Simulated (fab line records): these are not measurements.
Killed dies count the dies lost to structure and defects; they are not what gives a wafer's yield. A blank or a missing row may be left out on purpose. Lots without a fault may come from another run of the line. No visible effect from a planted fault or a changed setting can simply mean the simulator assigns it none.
One fault seen from 2 desks || flow ritCmos || what lay behind the numbers comes last; until then each desk has only its own

## THE METROLOGY DESK
What the gauges read, lot by lot, whatever tool the lot ran on: means of the sampled wafers that have a number. The brackets show how far a lot's mean lies from the usual mean; more than 4 standard deviations puts the lot out of limits, marked OUT.
Columns: A = FOX1_OXIDE_THK at RIT_FOX1_THK_MEAS_01, usual 350 nm
{"lot": "L885", "first seen here": "day 1 21:50", "A": 341}
{"lot": "L886", "first seen here": "day 2 05:23", "A": 348}
{"lot": "L887", "first seen here": "day 2 11:47", "A": 341}
{"lot": "L889", "first seen here": "day 2 19:41", "A": 342}
{"lot": "L890", "first seen here": "day 3 01:16", "A": 358}
{"lot": "L891", "first seen here": "day 3 05:08", "A": 355}
{"lot": "L893", "first seen here": "day 3 15:34", "A": 345}
{"lot": "L894", "first seen here": "day 3 20:50", "A": 340}
{"lot": "L895", "first seen here": "day 4 00:43", "A": "271 (-8.9) OUT"}
{"lot": "L897", "first seen here": "day 4 10:14", "A": "263 (-9.8) OUT"}
{"lot": "L899", "first seen here": "day 4 19:55", "A": 353}
{"lot": "L904", "first seen here": "day 5 20:54", "A": 359}
{"lot": "L906", "first seen here": "day 6 06:56", "A": 353}
{"lot": "L907", "first seen here": "day 6 11:50", "A": 353}
Finding of this desk: L895, L897 out of limits, first seen on L895 at day 4 00:43 (FOX1_OXIDE_THK at RIT_FOX1_THK_MEAS_01). L885, L886, L887, L889, L890, L891, L893, L894, L899, L904, L906, L907 stayed within limits.

## FOR THE TOOL OWNER'S DESK: furnace-03
The tool's own readings at RIT_FOX1_OXIDATION_00 (target thk 350.7 nm, ox time 1130 s): means of the sampled wafers that have a number, for each lot that ran on this tool. The brackets show how far a lot's mean lies from the usual mean; more than 4 standard deviations puts the lot out of limits, marked OUT.
Columns: A = spikeTcCentreC at RIT_FOX1_OXIDATION_00, usual 1102.2 C; B = spikeTcLoadC at RIT_FOX1_OXIDATION_00, usual 1127 C; C = spikeTcSourceC at RIT_FOX1_OXIDATION_00, usual 1127 C; D = tubeCenterTempC at RIT_FOX1_OXIDATION_00, usual 1100 C; E = tube_center_temp_C_max at RIT_FOX1_OXIDATION_00, usual 1102.8; F = zonePowerCentrePct at RIT_FOX1_OXIDATION_00, usual 51 %
{"lot": "L885", "first seen here": "day 1 20:31", "A": 1102.2, "B": 1123, "C": 1130, "D": 1100, "E": 1102.6, "F": 52}
{"lot": "L886", "first seen here": "day 2 04:04", "A": 1101.5, "B": 1124, "C": 1130, "D": 1100, "E": 1102.8, "F": 51}
{"lot": "L887", "first seen here": "day 2 10:28", "A": 1102.3, "B": 1125, "C": 1131, "D": 1100, "E": 1102.4, "F": 51}
{"lot": "L889", "first seen here": "day 2 18:22", "A": 1101.5, "B": 1122, "C": 1132, "D": 1100, "E": 1102.8, "F": 52}
{"lot": "L893", "first seen here": "day 3 14:15", "A": 1103.4, "B": 1123, "C": 1131, "D": 1100, "E": 1102.6, "F": 52}
{"lot": "L894", "first seen here": "day 3 19:30", "A": 1101.4, "B": 1123, "C": 1132, "D": 1100, "E": 1102.9, "F": 52}
{"lot": "L895", "first seen here": "day 3 23:23", "A": "1062.8 (-36) OUT", "B": "1081 (-13) OUT", "C": "1089 (-9.7) OUT", "D": "1060 (-99 or more) OUT", "E": "1062.7 (-89) OUT", "F": 49}
{"lot": "L897", "first seen here": "day 4 08:53", "A": "1062.5 (-36) OUT", "B": "1083 (-13) OUT", "C": "1091 (-9.2) OUT", "D": "1060 (-99 or more) OUT", "E": "1063.0 (-89) OUT", "F": 49}
This desk's finding: out of limits on L895, L897; first on L895, day 3 23:23 (spikeTcCentreC at RIT_FOX1_OXIDATION_00). L885, L886, L887, L889, L893, L894 stayed within limits.

## BROUGHT TOGETHER
On L895, L897, at day 3 23:23, an alarm was possible from the tool owner's desk.
On L895, L897, the metrology desk was in a position to raise an alarm at day 4 00:43.
The lots listed all ran RIT_FOX1_OXIDATION_00 on furnace-03.

## WHAT THE SIMULATOR HAD INSERTED
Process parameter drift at RIT_FOX1_OXIDATION_00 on furnace-03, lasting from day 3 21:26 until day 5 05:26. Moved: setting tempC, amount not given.
Shown lots that were struck: L895, L897.
Time in hours from fault onset to the first out-of-limits reading at each desk: tool owner's desk 2, metrology desk 3.
